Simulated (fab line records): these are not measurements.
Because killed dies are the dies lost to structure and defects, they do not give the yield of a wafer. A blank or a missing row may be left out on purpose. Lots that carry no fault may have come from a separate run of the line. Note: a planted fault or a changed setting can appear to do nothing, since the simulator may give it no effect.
fab line records	flow berkeley_cmos170
record: lots: 5	wafers: 23
route steps=331 shown ZERO@11 NWELL@15 WELLDRIVE@56 ACTIVE@71 PFIELD@86 SACOX@98 NVT@111 PVT@122 PLDD@153
start_h: hours from the record's first day to the start of the lot's first wafer shown	wait_h: time in hours since the lot's previous step	" as in the row above	L1.1+2: a row that stands for several wafers	- no value, or no start was given	* or withheld: withheld	< > ~ a bound
route shown NAME@n: a module of which the file shows steps, and the number in the route of the first	usual: the fault-free wafers' mean and standard deviation	same: alike in all rows	chamber/n: place in a boat	sites: readings site by site	_std_site: the standard deviation of these	_edge_site: inner sites' mean taken away from outer sites' mean	radius_mm: for every site, how far away it sits from the centre of the wafer	mask NAME#n: copy n	behind: the most recent tool/chamber to have shaped the wafer	hold: the reason the lot was held/the length of the hold in hours/how it ended	device: whichever transistor did not switch (one of n, p or np)	end of line: at the end of the route, the tests of the same wafers	step lacking rows: just its recipe	killed: count of dies lost to structure and defects at first sort (not the wafer's yield)	map: per-die view of a wafer (x killed, . not killed, _ where there is no die)
set.NAME: the run value of the setting; set.NAME@STEP: its run value at that earlier step	model.NAME: the simulator's own value behind a step, which no gauge read
one table per step and one row per wafer, for lots whose settings were changed on purpose
== steps ==
step: UCB170_ZERO_DEVELOP_05
recipe: developer: TMAH	develop_time_s: 45	resist: KrF	dev_temp_c: 21
lot.wafer	tool	chamber	start_h	wait_h	set.dev_temp_c
L079.1+4+5	litho_track-01	0	-	-	23.36
L079.2+6	"	0	"	"	21
L080.1+2+6	litho_track-02	0	-	-	20.04
L080.3+5	"	0	"	"	21
L081.2+4+5	litho_track-01	0	-	-	18.11
L081.3+6	"	0	"	"	21
L083.3+5+6	litho_track-01	0	-	-	21
L085.2+3+4+5+6	litho_track-04	0	-	-	21
step: UCB170_NWELL_OXIDATION_01
recipe: temp_c: 1000	ambient: O2	target_thk_a: 264	ox_time_s: 1260
lot.wafer	tool	chamber	start_h	wait_h	set.ox_time_s	model.SiO2_of_NWELL_OXIDATION_01.thk_nm
L079.1	-	-	-	1.7	1377	28
L079.2	"	-	"	"	1377	28.14
L079.4	"	-	"	"	1377	28.01
L079.5	"	-	"	"	1377	28.53
L079.6	"	-	"	"	1377	28.48
L080.1	-	-	-	4.3	1172	25.79
L080.2	"	-	"	"	1172	25.8
L080.3	"	-	"	"	1172	25.34
L080.5	"	-	"	"	1172	25.76
L080.6	"	-	"	"	1172	25.66
L081.2	-	-	-	1.5	1173	24.66
L081.3	"	-	"	"	1173	24.47
L081.4	"	-	"	"	1173	24.78
L081.5	"	-	"	"	1173	24.58
L081.6	"	-	"	"	1173	24.89
L083.3	furnace-04	0	63.75	0.6	1260	26.9
L083.5	"	0	"	"	1260	26.39
L083.6	"	0	"	"	1260	26.89
L085.2	-	-	-	2.6	1102	24.79
L085.3	"	-	"	"	1102	24.39
L085.4	"	-	"	"	1102	24.51
L085.5	"	-	"	"	1102	24.48
L085.6	"	-	"	"	1102	24.44
step: UCB170_NWELL_THK_MEAS_02
recipe: reads: SiO2_of_NWELL_OXIDATION_01
usual: NWELL_OXIDE_THK: 26.8/0.54
lot.wafer	tool	chamber	start_h	wait_h	set.ox_time_s@NWELL_OXIDATION_01	NWELL_OXIDE_THK[nm]
L079.1	film_metro-01	-	-	-	1377	28.0
L079.2	"	-	"	"	1377	28.1
L079.4	"	-	"	"	1377	28.0
L079.5	"	-	"	"	1377	28.5
L079.6	"	-	"	"	1377	28.5
L080.1	film_metro-01	-	-	-	1172	25.8
L080.2	"	-	"	"	1172	25.8
L080.3	"	-	"	"	1172	25.4
L080.5	"	-	"	"	1172	25.8
L080.6	"	-	"	"	1172	25.7
L081.2	film_metro-02	-	-	-	1173	24.6
L081.3	"	-	"	"	1173	24.4
L081.4	"	-	"	"	1173	24.8
L081.5	"	-	"	"	1173	24.7
L081.6	"	-	"	"	1173	24.9
L083.3	film_metro-02	-	65.12	0.0	1260	26.8
L083.5	"	-	"	"	1260	26.3
L083.6	"	-	"	"	1260	26.9
L085.2	film_metro-02	-	-	-	1102	24.8
L085.3	"	-	"	"	1102	24.4
L085.4	"	-	"	"	1102	24.5
L085.5	"	-	"	"	1102	24.5
L085.6	"	-	"	"	1102	24.4
step: UCB170_NWELL_ETCH_13
recipe: chemistry: CH3F/Ar/O2	target: Si3N4	stop_on: SiO2	CH3F_flow_sccm: 20	Ar_flow_sccm: 50	O2_flow_sccm: 7	pressure_mtorr: 50	rf_w: 450	target_depth_a: 2464	over_etch_frac: 0.1	time_s: 154
lot.wafer	tool	chamber	start_h	wait_h	set.time_s	set.dev_temp_c@ZERO_DEVELOP_05	model.etch.depth_nm	model.KrF_of_NWELL_COAT_07.thk_nm
L079.1	rie_diel-04	3	52.18	0.0	154	23.36	219	718.2
L079.2	"	1	"	"	131.4	21	203.9	747.9
L079.4	"	2	"	"	154	23.36	218.8	723.7
L079.5	"	0	"	"	131.4	23.36	212.3	743.8
L079.6	"	1	"	"	131.4	21	204.3	749.5
L080.1	rie_diel-02	1	63.05	0.0	161.2	20.04	223.5	712.5
L080.2	"	2	"	"	154	20.04	-	721.8
L080.3	"	0	"	"	161.2	21	225.7	711.7
L080.5	"	1	"	"	154	21	-	718.4
L080.6	"	0	"	"	154	20.04	-	716.1
L081.2	rie_diel-01	0	65.74	0.0	154	18.11	223.2	720.6
L081.3	"	2	"	"	154	21	-	713.8
L081.4	"	3	"	"	154	18.11	225.4	722.1
L081.5	"	1	"	"	154	18.11	-	719.9
L081.6	"	0	"	"	154	21	-	721.2
L083.3	rie_diel-01	1	71.01	0.0	154	21	223.5	713.8
L083.5	"	0	"	"	154	21	224.9	713.1
L083.6	"	3	"	"	154	21	224.2	723.5
L085.2	rie_diel-01	0	88.36	0.0	154	21	-	729.7
L085.3	"	1	"	"	171.6	21	-	700.5
L085.4	"	2	"	"	154	21	224.9	720.5
L085.5	"	2	"	"	171.6	21	-	700.1
L085.6	"	1	"	"	154	21	224.7	721.6
step: UCB170_NWELL_IMPLANT_14
recipe: species: P	dose_cm2: 1e+13	energy_kev: 150	tilt_deg: 7
step: UCB170_NWELL_STRIP_15
recipe: chemistry: O2	power_w: 400	pressure_mtorr: 3500	platen_temp_c: withheld	o2_flow_sccm: 400	overash_fraction: 0.5
usual: strip_time_to_endpoint_s: 17.95/0.1
lot.wafer	tool	chamber	start_h	wait_h	set.time_s@NWELL_ETCH_13	strip_time_to_endpoint_s
L079.1	plasma_asher-02	1	52.43	0.1	154	17.92
L079.2	"	0	"	"	131.4	18.64
L079.4	"	1	"	"	154	18.07
L079.5	"	0	"	"	131.4	18.54
L079.6	"	1	"	"	131.4	18.69
L080.1	plasma_asher-04	1	63.30	0.1	161.2	17.81
L080.2	"	0	"	"	154	18.03
L080.3	"	0	"	"	161.2	17.79
L080.5	"	1	"	"	154	17.94
L080.6	"	0	"	"	154	17.88
L081.2	plasma_asher-02	1	65.99	0.1	154	18.01
L081.3	"	1	"	"	154	17.83
L081.4	"	0	"	"	154	18.03
L081.5	"	0	"	"	154	17.97
L081.6	"	1	"	"	154	18.02
L083.3	plasma_asher-04	0	71.29	0.1	154	17.82
L083.5	"	0	"	"	154	17.81
L083.6	"	1	"	"	154	18.05
L085.2	plasma_asher-02	0	88.61	0.1	154	18.22
L085.3	"	1	"	"	171.6	17.51
L085.4	"	0	"	"	154	17.97
L085.5	"	0	"	"	171.6	17.50
L085.6	"	1	"	"	154	18.01
step: UCB170_WELLDRIVE_OXIDATION_01
recipe: temp_c: 1100	ambient: O2	target_thk_a: 1990	ox_time_s: 9000
lot.wafer	tool	chamber	start_h	wait_h	set.temp_c	model.SiO2_of_WELLDRIVE_OXIDATION_01.thk_nm
L079.1	-	-	-	1.9	1124	221.4
L079.2	"	-	"	"	1124	226.4
L079.4+5	"	-	"	"	1124	224.5
L079.6	"	-	"	"	1124	222
L080.1	-	-	-	0.4	1100	195.4
L080.2	"	-	"	"	1100	195.2
L080.3	"	-	"	"	1100	200.8
L080.5	"	-	"	"	1100	193.3
L080.6	"	-	"	"	1100	199.6
L081.2	-	-	-	0.4	1126	223.2
L081.3	"	-	"	"	1126	222.7
L081.4	"	-	"	"	1126	225.2
L081.5	"	-	"	"	1126	226.1
L081.6	"	-	"	"	1126	223.4
L083.3	furnace-02	0	99.90	1.7	1100	194.8
L083.5	"	0	"	"	1100	199.5
L083.6	"	0	"	"	1100	200.9
L085.2	-	-	-	2.5	1121	220.7
L085.3	"	-	"	"	1121	219.9
L085.4	"	-	"	"	1121	219.7
L085.5	"	-	"	"	1121	221.9
L085.6	"	-	"	"	1121	222.1
step: UCB170_WELLDRIVE_THK_MEAS_02
recipe: reads: SiO2_of_WELLDRIVE_OXIDATION_01
usual: WELLDRIVE_OXIDE_THK: 198/3.4
lot.wafer	tool	chamber	start_h	wait_h	set.temp_c@WELLDRIVE_OXIDATION_01	WELLDRIVE_OXIDE_THK[nm]
L079.1	film_metro-03	-	-	-	1124	222
L079.2	"	-	"	"	1124	226
L079.4	"	-	"	"	1124	224
L079.5	"	-	"	"	1124	224
L079.6	"	-	"	"	1124	222
L080.1	film_metro-03	-	-	-	1100	195
L080.2	"	-	"	"	1100	195
L080.3	"	-	"	"	1100	201
L080.5	"	-	"	"	1100	193
L080.6	"	-	"	"	1100	200
L081.2	film_metro-01	-	-	-	1126	223
L081.3	"	-	"	"	1126	223
L081.4	"	-	"	"	1126	225
L081.5	"	-	"	"	1126	226
L081.6	"	-	"	"	1126	223
L083.3	film_metro-03	-	103.42	0.0	1100	195
L083.5	"	-	"	"	1100	199
L083.6	"	-	"	"	1100	201
L085.2	film_metro-04	-	-	-	1121	221
L085.3	"	-	"	"	1121	220
L085.4	"	-	"	"	1121	220
L085.5	"	-	"	"	1121	222
L085.6	"	-	"	"	1121	222
step: UCB170_ACTIVE_PEB_11
recipe: peb_temp_c: 130	peb_time_s: withheld	resist: KrF
lot.wafer	tool	chamber	start_h	wait_h	set.peb_temp_c
L079.1+2+4+5+6	litho_track-03	0	94.44	0.7	130
L081.2+5+6	litho_track-04	0	110.60	0.3	126.4
L081.3+4	"	0	"	"	130
L080.1+2+3+5+6	litho_track-04	0	110.85	0.3	130
L083.3+5+6	litho_track-03	0	118.87	0.5	130
L085.2+3+6	litho_track-03	0	126.45	0.1	130
L085.4+5	"	0	"	"	133.2
step: UCB170_ACTIVE_DEVELOP_12
recipe: developer: TMAH	develop_time_s: 45	resist: KrF	dev_temp_c: 21
step: UCB170_ACTIVE_CD_MEAS_13
recipe: target_cd_nm: 1200
usual: cd_nm: 1200.2/1.5
lot.wafer	tool	chamber	start_h	wait_h	set.peb_temp_c@ACTIVE_PEB_11	cd_nm
L079.1	cd_sem-02	-	94.72	-	130	1197.9
L079.2	"	-	"	"	130	1197.9
L079.4	"	-	"	"	130	1197.0
L079.5	"	-	"	"	130	1199.3
L079.6	"	-	"	"	130	1197.3
L081.2	cd_sem-02	-	110.87	-	126.4	1228.5
L081.3	"	-	"	"	130	1200.0
L081.4	"	-	"	"	130	1201.0
L081.5	"	-	"	"	126.4	1229.0
L081.6	"	-	"	"	126.4	1228.8
L080.1	cd_sem-01	-	111.13	-	130	1201.2
L080.2	"	-	"	"	130	1200.7
L080.3	"	-	"	"	130	1199.7
L080.5	"	-	"	"	130	1201.3
L080.6	"	-	"	"	130	1201.9
L083.3	cd_sem-01	-	119.13	-	130	1201.8
L083.5	"	-	"	"	130	1199.9
L083.6	"	-	"	"	130	1199.6
L085.2	cd_sem-02	-	126.72	-	130	1198.5
L085.3	"	-	"	"	130	1200.7
L085.4	"	-	"	"	133.2	1178.8
L085.5	"	-	"	"	133.2	1180.5
L085.6	"	-	"	"	130	1200.6
step: UCB170_ACTIVE_ETCH_15
recipe: chemistry: CH3F/Ar/O2	target: Si3N4	stop_on: SiO2	CH3F_flow_sccm: 20	Ar_flow_sccm: 50	O2_flow_sccm: 7	pressure_mtorr: 50	rf_w: 450	target_depth_a: 2420	over_etch_frac: 0.1	time_s: 151
lot.wafer	tool	chamber	start_h	wait_h	set.peb_temp_c@ACTIVE_PEB_11	model.ACTIVE.cd_nm
L079.1+2	rie_diel-02	1,2	94.88	0.0	130	1198
L079.4+6	"	0,1	"	"	130	1197
L079.5	"	2	"	"	130	1199
L081.2+5+6	rie_diel-04	2,3,0	111.01	0.0	126.4	1229
L081.3	"	1	"	"	130	1200
L081.4	"	3	"	"	130	1201
L080.1+2+5+6	rie_diel-03	2,3,0,3	111.28	0.0	130	1201
L080.3	"	0	"	"	130	1200
L083.3	rie_diel-03	1	119.25	0.0	130	1202
L083.5+6	"	2,1	"	"	130	1200
L085.2	rie_diel-02	1	126.85	0.0	130	1199
L085.3	"	0	"	"	130	1200
L085.4	"	2	"	"	133.2	1179
L085.5	"	2	"	"	133.2	1180
L085.6	"	1	"	"	130	1201
step: UCB170_ACTIVE_STRIP_16
recipe: chemistry: O2	power_w: 400	pressure_mtorr: 3500	platen_temp_c: withheld	o2_flow_sccm: 400	overash_fraction: 0.5
usual: oes_product_au: 0.721/0.0045	strip_time_to_endpoint_s: 18.01/0.085
lot.wafer	tool	chamber	start_h	wait_h	set.power_w	oes_product_au	strip_time_to_endpoint_s
L079.1	plasma_asher-03	1	94.98	0.1	360.9	0.688	19.38
L079.2	"	0	"	"	400	0.722	17.92
L079.4	"	0	"	"	400	0.718	17.78
L079.5	"	1	"	"	360.9	0.686	19.40
L079.6	"	0	"	"	360.9	0.680	19.45
L081.2	plasma_asher-03	1	111.11	0.1	400	0.722	18.09
L081.3	"	1	"	"	362.2	0.682	19.60
L081.4	"	0	"	"	400	0.720	18.02
L081.5	"	1	"	"	362.2	0.693	19.44
L081.6	"	0	"	"	362.2	0.689	19.49
L080.1	plasma_asher-02	1	111.38	0.1	384.6	0.705	18.49
L080.2	"	0	"	"	400	0.725	18.04
L080.3	"	0	"	"	400	0.722	18.09
L080.5	"	1	"	"	384.6	0.704	18.56
L080.6	"	0	"	"	400	0.725	17.93
L083.3	plasma_asher-03	1	119.38	0.1	400	0.720	18.04
L083.5	"	1	"	"	400	0.726	18.02
L083.6	"	0	"	"	400	0.719	18.09
L085.2	plasma_asher-02	0	126.95	0.1	400	0.722	17.85
L085.3	"	0	"	"	416.3	0.737	17.37
L085.4	"	1	"	"	400	0.731	17.90
L085.5	"	0	"	"	400	0.726	17.88
L085.6	"	1	"	"	416.3	0.736	17.43
step: UCB170_ACTIVE_CD_MEAS_90
recipe: target_cd_nm: 1200
usual: cd_nm: 1200.1/1.5
lot.wafer	tool	chamber	start_h	wait_h	set.peb_temp_c@ACTIVE_PEB_11	cd_nm
L079.1	cd_sem-02	-	95.08	0.1	130	1197.6
L079.2	"	-	"	"	130	1197.6
L079.4	"	-	"	"	130	1196.8
L079.5	"	-	"	"	130	1199.2
L079.6	"	-	"	"	130	1197.4
L081.2	cd_sem-02	-	111.23	0.1	126.4	1228.8
L081.3	"	-	"	"	130	1200.0
L081.4	"	-	"	"	130	1200.7
L081.5	"	-	"	"	126.4	1228.9
L081.6	"	-	"	"	126.4	1228.7
L080.1	cd_sem-02	-	111.48	0.1	130	1201.3
L080.2	"	-	"	"	130	1200.4
L080.3	"	-	"	"	130	1200.1
L080.5	"	-	"	"	130	1200.5
L080.6	"	-	"	"	130	1201.4
L083.3	cd_sem-02	-	119.49	0.1	130	1202.0
L083.5	"	-	"	"	130	1199.8
L083.6	"	-	"	"	130	1199.9
L085.2	cd_sem-01	-	127.07	0.1	130	1198.8
L085.3	"	-	"	"	130	1200.8
L085.4	"	-	"	"	133.2	1178.8
L085.5	"	-	"	"	133.2	1180.8
L085.6	"	-	"	"	130	1200.5
step: UCB170_PFIELD_IMPLANT_07
recipe: species: B	dose_cm2: 2e+13	energy_kev: 80	tilt_deg: 7
lot.wafer	tool	chamber	start_h	wait_h	set.energy_kev	model.implant.rp_nm	model.implant.drp_nm
L079.1+2+4+5+6	implanter-03	0	96.94	0.0	80	263.3	74.86
L081.2+3	implanter-02	0	113.16	0.0	76.17	255.3	73.09
L081.4+5+6	"	0	"	"	80	265.4	74.86
L080.1+2	implanter-02	0	113.41	0.0	81.57	266.7	75.55
L080.3+5+6	"	0	"	"	80	262.4	74.86
L083.3+5+6	implanter-02	0	121.53	0.1	80	253.8	74.86
L085.2+5+6	implanter-03	0	130.48	0.0	77.5	249.3	73.71
L085.3+4	"	0	"	"	80	255.7	74.86
step: UCB170_SACOX_OXIDATION_01
recipe: temp_c: 900	ambient: O2	target_thk_a: 144	ox_time_s: 2400
lot.wafer	tool	chamber	start_h	wait_h	set.temp_c	model.SiO2_of_SACOX_OXIDATION_01.thk_nm
L079.1	-	-	-	2.1	878.4	10.96
L079.2	"	-	"	"	878.4	11.19
L079.4	"	-	"	"	878.4	11.27
L079.5	"	-	"	"	878.4	11.38
L079.6	"	-	"	"	878.4	11.34
L080.1	-	-	-	3.5	926.5	19.04
L080.2+6	"	-	"	"	926.5	18.95
L080.3	"	-	"	"	926.5	18.74
L080.5	"	-	"	"	926.5	19
L081.2	-	-	-	3.6	907.5	15.33
L081.3	"	-	"	"	907.5	15.5
L081.4	"	-	"	"	907.5	15.56
L081.5	"	-	"	"	907.5	15.31
L081.6	"	-	"	"	907.5	15.11
L083.3	furnace-02	0	140.90	4.2	900	14.61
L083.5+6	"	0	"	"	900	14.7
L085.2	-	-	-	1.0	900	14.21
L085.3	"	-	"	"	900	14.06
L085.4+6	"	-	"	"	900	14.14
L085.5	"	-	"	"	900	14.03
step: UCB170_SACOX_THK_MEAS_02
recipe: reads: SiO2_of_SACOX_OXIDATION_01
usual: SACOX_OXIDE_THK: 14.28/0.22
lot.wafer	tool	chamber	start_h	wait_h	set.temp_c@SACOX_OXIDATION_01	SACOX_OXIDE_THK[nm]
L079.1	film_metro-04	-	-	-	878.4	10.95
L079.2	"	-	"	"	878.4	11.18
L079.4	"	-	"	"	878.4	11.28
L079.5	"	-	"	"	878.4	11.43
L079.6	"	-	"	"	878.4	11.36
L080.1	film_metro-04	-	-	-	926.5	19.04
L080.2	"	-	"	"	926.5	19.00
L080.3	"	-	"	"	926.5	18.73
L080.5	"	-	"	"	926.5	18.99
L080.6	"	-	"	"	926.5	18.94
L081.2	film_metro-03	-	-	-	907.5	15.33
L081.3	"	-	"	"	907.5	15.55
L081.4	"	-	"	"	907.5	15.53
L081.5	"	-	"	"	907.5	15.26
L081.6	"	-	"	"	907.5	15.13
L083.3	film_metro-03	-	142.58	0.0	900	14.59
L083.5	"	-	"	"	900	14.68
L083.6	"	-	"	"	900	14.72
L085.2	film_metro-01	-	-	-	900	14.22
L085.3	"	-	"	"	900	14.04
L085.4	"	-	"	"	900	14.12
L085.5	"	-	"	"	900	13.99
L085.6	"	-	"	"	900	14.12
step: UCB170_NVT_IMPLANT_07
recipe: species: BF2	dose_cm2: 3e+12	energy_kev: 50	tilt_deg: 7
lot.wafer	tool	chamber	start_h	wait_h	set.energy_kev	model.implant.rp_nm	model.implant.drp_nm
L079.1+2+4+5+6	implanter-04	0	124.92	0.0	50	36.27	18.57
L080.1+3+5	implanter-04	0	142.73	0.0	50	38.08	18.57
L080.2+6	"	0	"	"	50.83	38.71	18.79
L081.2+5	implanter-04	0	143.31	0.0	50	37.33	18.57
L081.3+4+6	"	0	"	"	51.9	38.74	19.08
L083.3+5+6	implanter-04	0	151.98	0.1	50	37.02	18.57
L085.2+5	implanter-04	0	158.55	0.0	48.23	35.47	18.1
L085.3+4+6	"	0	"	"	50	36.76	18.57
step: UCB170_PVT_IMPLANT_07
recipe: species: P	dose_cm2: 2e+12	energy_kev: 30	tilt_deg: 7
lot.wafer	tool	chamber	start_h	wait_h	set.dose_cm2
L079.1+6	implanter-01	0	126.28	0.0	2.045e+12
L079.2+4+5	"	0	"	"	2e+12
L080.1+3	implanter-02	0	144.31	0.0	2e+12
L080.2+5+6	"	0	"	"	1.919e+12
L081.2+5+6	implanter-01	0	148.08	0.0	2e+12
L081.3+4	"	0	"	"	1.866e+12
L083.3+5+6	implanter-02	0	154.46	0.1	2e+12
L085.2+3+6	implanter-01	0	159.94	0.0	2.133e+12
L085.4+5	"	0	"	"	2e+12
step: UCB170_PVT_STRIP_08
recipe: chemistry: O2	power_w: 400	pressure_mtorr: 3500	platen_temp_c: withheld	o2_flow_sccm: 400	overash_fraction: 0.5
step: UCB170_PVT_TW_MEAS_09
usual: PVT_TW: 510/3.4
lot.wafer	tool	chamber	start_h	wait_h	set.dose_cm2@PVT_IMPLANT_07	PVT_TW
L079.1	film_metro-04	-	126.53	0.1	2.045e+12	517
L079.2	"	-	"	"	2e+12	513
L079.4	"	-	"	"	2e+12	512
L079.5	"	-	"	"	2e+12	510
L079.6	"	-	"	"	2.045e+12	515
L080.1	film_metro-03	-	144.56	0.1	2e+12	504
L080.2	"	-	"	"	1.919e+12	497
L080.3	"	-	"	"	2e+12	503
L080.5	"	-	"	"	1.919e+12	498
L080.6	"	-	"	"	1.919e+12	499
L081.2	film_metro-04	-	148.31	0.1	2e+12	512
L081.3	"	-	"	"	1.866e+12	502
L081.4	"	-	"	"	1.866e+12	504
L081.5	"	-	"	"	2e+12	514
L081.6	"	-	"	"	2e+12	512
L083.3	film_metro-02	-	154.70	0.1	2e+12	515
L083.5	"	-	"	"	2e+12	515
L083.6	"	-	"	"	2e+12	515
L085.2	film_metro-03	-	160.18	0.1	2.133e+12	515
L085.3	"	-	"	"	2.133e+12	516
L085.4	"	-	"	"	2e+12	504
L085.5	"	-	"	"	2e+12	506
L085.6	"	-	"	"	2.133e+12	515
step: UCB170_PLDD_IMPLANT_08
recipe: species: BF2	dose_cm2: 5e+13	energy_kev: 10	tilt_deg: 7	rotation_deg: 0
lot.wafer	tool	chamber	start_h	wait_h	set.dose_cm2
L079.1+2+6	implanter-03	0	140.05	0.0	5.366e+13
L079.4+5	"	0	"	"	5e+13
L080.1+5+6	implanter-01	0	158.30	0.0	5e+13
L080.2+3	"	0	"	"	5.304e+13
L081.2+4	implanter-02	0	158.46	0.0	5.137e+13
L081.3+5+6	"	0	"	"	5e+13
L083.3+5+6	implanter-03	0	169.00	0.1	5e+13
L085.2+4+5	implanter-02	0	177.33	0.0	5e+13
L085.3+6	"	0	"	"	4.68e+13
== key ==
split: step: UCB170_ZERO_DEVELOP_05	setting: dev_temp_c	stated: 21	by: wafer
response: step: UCB170_NWELL_ETCH_13	reading: model.etch.depth_nm	change: +1.08	per: 1%	r: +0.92
split: step: UCB170_NWELL_OXIDATION_01	setting: ox_time_s	stated: 1260	by: lot
response: step: UCB170_NWELL_OXIDATION_01	reading: model.SiO2_of_NWELL_OXIDATION_01.thk_nm	change: +0.177	per: 1%	r: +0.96
response: step: UCB170_NWELL_THK_MEAS_02	reading: NWELL_OXIDE_THK	change: +0.177	per: 1%	r: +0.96
split: step: UCB170_NWELL_ETCH_13	setting: time_s	stated: 154	by: wafer
response: step: UCB170_NWELL_ETCH_13	reading: model.KrF_of_NWELL_COAT_07.thk_nm	change: -1.86	per: 1%	r: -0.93
response: step: UCB170_NWELL_STRIP_15	reading: strip_time_to_endpoint_s	change: *	per: 1%	r: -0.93
response: step: UCB170_NWELL_ETCH_13	reading: model.etch.depth_nm	slope: +0.464	per: 1%	together_with: dev_temp_c@ZERO_DEVELOP_05	explained: 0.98
split: step: UCB170_WELLDRIVE_OXIDATION_01	setting: temp_c	stated: 1100	by: lot
response: step: UCB170_WELLDRIVE_OXIDATION_01	reading: model.SiO2_of_WELLDRIVE_OXIDATION_01.thk_nm	change: +11.8	per: 1%	r: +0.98
response: step: UCB170_WELLDRIVE_THK_MEAS_02	reading: WELLDRIVE_OXIDE_THK	change: +11.8	per: 1%	r: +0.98
split: step: UCB170_ACTIVE_PEB_11	setting: peb_temp_c	stated: 130	by: wafer
response: step: UCB170_ACTIVE_CD_MEAS_13	reading: cd_nm	change: -9.33	per: 1%	r: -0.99
response: step: UCB170_ACTIVE_ETCH_15	reading: model.ACTIVE.cd_nm	change: -9.4	per: 1%	r: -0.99
response: step: UCB170_ACTIVE_CD_MEAS_90	reading: cd_nm	change: -9.37	per: 1%	r: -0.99
split: step: UCB170_ACTIVE_STRIP_16	setting: power_w	stated: 400	by: wafer
response: step: UCB170_ACTIVE_STRIP_16	reading: oes_product_au	change: +0.00363	per: 1%	r: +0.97
response: step: UCB170_ACTIVE_STRIP_16	reading: strip_time_to_endpoint_s	change: *	per: 1%	r: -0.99
split: step: UCB170_PFIELD_IMPLANT_07	setting: energy_kev	stated: 80	by: wafer
response: step: UCB170_PFIELD_IMPLANT_07	reading: model.implant.rp_nm	change: +2.1	per: 1%	r: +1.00
response: step: UCB170_PFIELD_IMPLANT_07	reading: model.implant.drp_nm	change: +0.367	per: 1%	r: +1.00
split: step: UCB170_SACOX_OXIDATION_01	setting: temp_c	stated: 900	by: lot
response: step: UCB170_SACOX_OXIDATION_01	reading: model.SiO2_of_SACOX_OXIDATION_01.thk_nm	change: +1.44	per: 1%	r: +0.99
response: step: UCB170_SACOX_THK_MEAS_02	reading: SACOX_OXIDE_THK	change: +1.43	per: 1%	r: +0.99
split: step: UCB170_NVT_IMPLANT_07	setting: energy_kev	stated: 50	by: wafer
response: step: UCB170_NVT_IMPLANT_07	reading: model.implant.rp_nm	change: +0.368	per: 1%	r: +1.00
response: step: UCB170_NVT_IMPLANT_07	reading: model.implant.drp_nm	change: +0.134	per: 1%	r: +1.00
split: step: UCB170_PVT_IMPLANT_07	setting: dose_cm2	stated: 2e+12	by: wafer
response: step: UCB170_PVT_TW_MEAS_09	reading: PVT_TW	change: +1.5	per: 1%	r: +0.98
split: step: UCB170_PLDD_IMPLANT_08	setting: dose_cm2	stated: 5e+13	by: wafer
response none in this file
